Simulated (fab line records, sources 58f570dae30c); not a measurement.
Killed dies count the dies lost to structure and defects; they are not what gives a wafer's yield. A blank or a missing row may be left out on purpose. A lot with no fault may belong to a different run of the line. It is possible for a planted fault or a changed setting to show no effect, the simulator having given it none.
The tool behind it: which one? -- flow berkeley cmos170 -- Sampling: 14 lots, 42 wafers, 4 of 331 route steps

== WHAT THE GAUGES SHOWED, per wafer ==
UCB170_NWELL_THK_MEAS_02.
lot,measured,on,NWELL_OXIDE_THK (nm)
L980,day 2 01:41,film metro-01,26.3 26.5 26.0
L981,day 2 06:12,film metro-04,26.1 25.7 25.9
L982,day 2 11:54,film metro-03,26.1 26.1 25.6
L985,day 3 07:34,film metro-04,26.8 26.7 26.6
L987,day 3 16:46,film metro-03,27.0 26.6 26.5
L988,day 4 02:47,film metro-01,26.1 25.8 26.3
L989,day 4 02:47,film metro-03,26.4 26.3 26.4
L993,day 4 16:19,film metro-01,26.8 26.8 26.3
L991,day 4 16:19,film metro-03,27.2 27.1 27.3
L995,day 5 04:10,film metro-01,26.8 26.8 26.1
L998,day 5 19:42,film metro-04,26.9 26.8 26.8
L101,day 6 08:14,film metro-03,27.0 26.9 26.6
L102,day 6 13:34,film metro-01,25.3 25.8 25.6
L103,day 6 16:26,film metro-04,26.0 26.0 25.7

UCB170_PFIELD_OVL_MEAS_06.
lot,measured,on,PFIELD_OVL (nm)
L980,day 4 19:56,overlay-02,7 5 7
L981,day 4 20:13,overlay-02,5 1 3
L982,day 4 20:29,overlay-02,3 -4 6
L985,day 6 02:53,overlay-01,10 13 12
L987,day 6 02:44,overlay-01,0 2 -8
L988,day 6 17:30,overlay-02,-10 1 -7
L989,day 7 03:25,overlay-01,6 7 10
L993,day 7 03:29,overlay-02,-6 -14 -10
L991,day 7 02:19,overlay-01,0 6 12
L995,day 7 11:16,overlay-01,-4 2 0
L998,day 7 19:25,overlay-02,10 9 5
L101,day 8 11:14,overlay-02,-5 -7 -2
L102,day 8 14:08,overlay-02,8 9 4
L103,day 8 14:27,overlay-01,-3 5 0

UCB170_PSD_CD_MEAS_06: the cd target is 1200 nm.
lot,measured,on,cd nm (nm)
L980,day 7 03:50,cd sem-02,1200.6 1200.5 1200.5
L981,day 7 03:48,cd sem-01,1201.5 1200.3 1200.4
L982,day 7 03:58,cd sem-01,1200.6 1199.9 1201.2
L985,day 8 04:40,cd sem-01,1198.9 1199.1 1199.2
L987,day 8 04:18,cd sem-01,1200.5 1198.9 1200.4
L988,day 8 17:34,cd sem-01,1199.5 1199.5 1198.7
L989,day 9 03:25,cd sem-01,1198.2 1197.7 1198.4
L993,day 9 03:56,cd sem-02,1200.4 1197.9 1201.6
L991,day 9 03:41,cd sem-01,1200.1 1199.6 1199.6
L995,day 9 17:26,cd sem-01,1207.0 1206.8 1206.2
L998,day 9 17:43,cd sem-02,1206.8 1207.5 1207.4
L101,day 10 22:49,cd sem-02,1199.9 1199.3 1198.3
L102,day 10 17:25,cd sem-02,1198.9 1197.4 1199.0
L103,day 10 17:10,cd sem-01,1200.4 1202.6 1202.0

== EACH LOT AND THE TOOL THAT RAN IT (in order: tool; ch and the chambers of the sampled wafers; start) ==
lot,UCB170_PSD_SOFTBAKE_02
L980,"litho track-04 ch 0, day 7 02:25"
L981,"litho track-03 ch 0, day 7 02:12"
L982,"litho track-02 ch 0, day 7 02:33"
L985,"litho track-03 ch 0, day 8 02:58"
L987,"litho track-04 ch 0, day 8 02:52"
L988,"litho track-04 ch 0, day 8 16:41"
L989,"litho track-02 ch 0, day 9 02:16"
L993,"litho track-02 ch 0, day 9 02:43"
L991,"litho track-04 ch 0, day 9 02:42"
L995,"litho track-02 ch 0, day 9 16:06"
L998,"litho track-02 ch 0, day 9 16:35"
L101,"litho track-03 ch 0, day 10 22:16"
L102,"litho track-03 ch 0, day 10 16:21"
L103,"litho track-04 ch 0, day 10 16:12"
- UCB170_PSD_SOFTBAKE_02: time 60 s.

== AS READ BY THE TOOLS THEMSELVES (means over the sampled wafers that have a number; for cases with no such wafer, the mark the record gives instead) ==
UCB170_PSD_SOFTBAKE_02.
lot,tool,heater power total W (W),plate temp C (C)
L980,litho track-04,56.78,130.10
L981,litho track-03,56.77,129.93
L982,litho track-02,56.81,129.99
L985,litho track-03,56.76,130.00
L987,litho track-04,56.84,129.97
L988,litho track-04,56.78,130.12
L989,litho track-02,56.80,130.03
L993,litho track-02,56.81,130.04
L991,litho track-04,56.79,130.08
L995,litho track-02,58.05,132.04
L998,litho track-02,58.06,132.14
L101,litho track-03,56.79,130.08
L102,litho track-03,56.81,130.10
L103,litho track-04,56.81,129.98

== THE ANSWER, worked out from the rows above alone ==
Rule: usual is defined by the lots themselves. The widest of any qualifying gaps counts: lots, ordered by their means at a reading, are off when they make up no more than a third of the lots, leave a main group of 4 or more, and stand apart from it by 3 or more times the standard deviation of that group's means. If all means in a main group match to the digits the tables above print for the reading, that group is not used. A lot without any number at a reading at which 4 lots or more have one is off too. Where the step has rows for the other lots, those lots are counted as sound. Order of review: gauges by route order, followed by the tools' own readings, for which a lot's mean as printed above is used. At the first step where some lot is off, the reading lying furthest off is the one used; lots without a number count as furthest.
Off: L995, L998, at UCB170_PSD_CD_MEAS_06 (cd nm). Mean 1199.8 nm and standard deviation 0.98 in the main group.
If a tool, at a process step before that reading, ran all the lots that are off and no sound lot after the first of them, it fits. Not tried: the gauges at UCB170_PSD_CD_MEAS_06; whatever is off there is also off at UCB170_PSD_SOFTBAKE_02, on other tools, and gauge error can't account for it. One fits: UCB170_PSD_SOFTBAKE_02 on litho track-02. Its last sound lot is L993 (day 9 02:43), its first lot that is off L995 (day 9 16:06): a fault that began between those two fits.
The tool's own readings at UCB170_PSD_SOFTBAKE_02 bear it out: on the lots that are off they differ by more than 5 times the standard deviation of the sound lots' means. heater power total W reads 58.05 W there against 56.80 W on the sound lots; plate temp C reads 132.09 C there against 130.03 C on the sound lots.

== WHAT HAD BEEN PUT IN BY THE SIMULATOR ==
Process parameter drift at UCB170_PSD_SOFTBAKE_02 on litho track-02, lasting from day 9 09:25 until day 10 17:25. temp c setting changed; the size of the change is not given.
Shown lots that were struck: L995, L998. Same finding as the rule above.
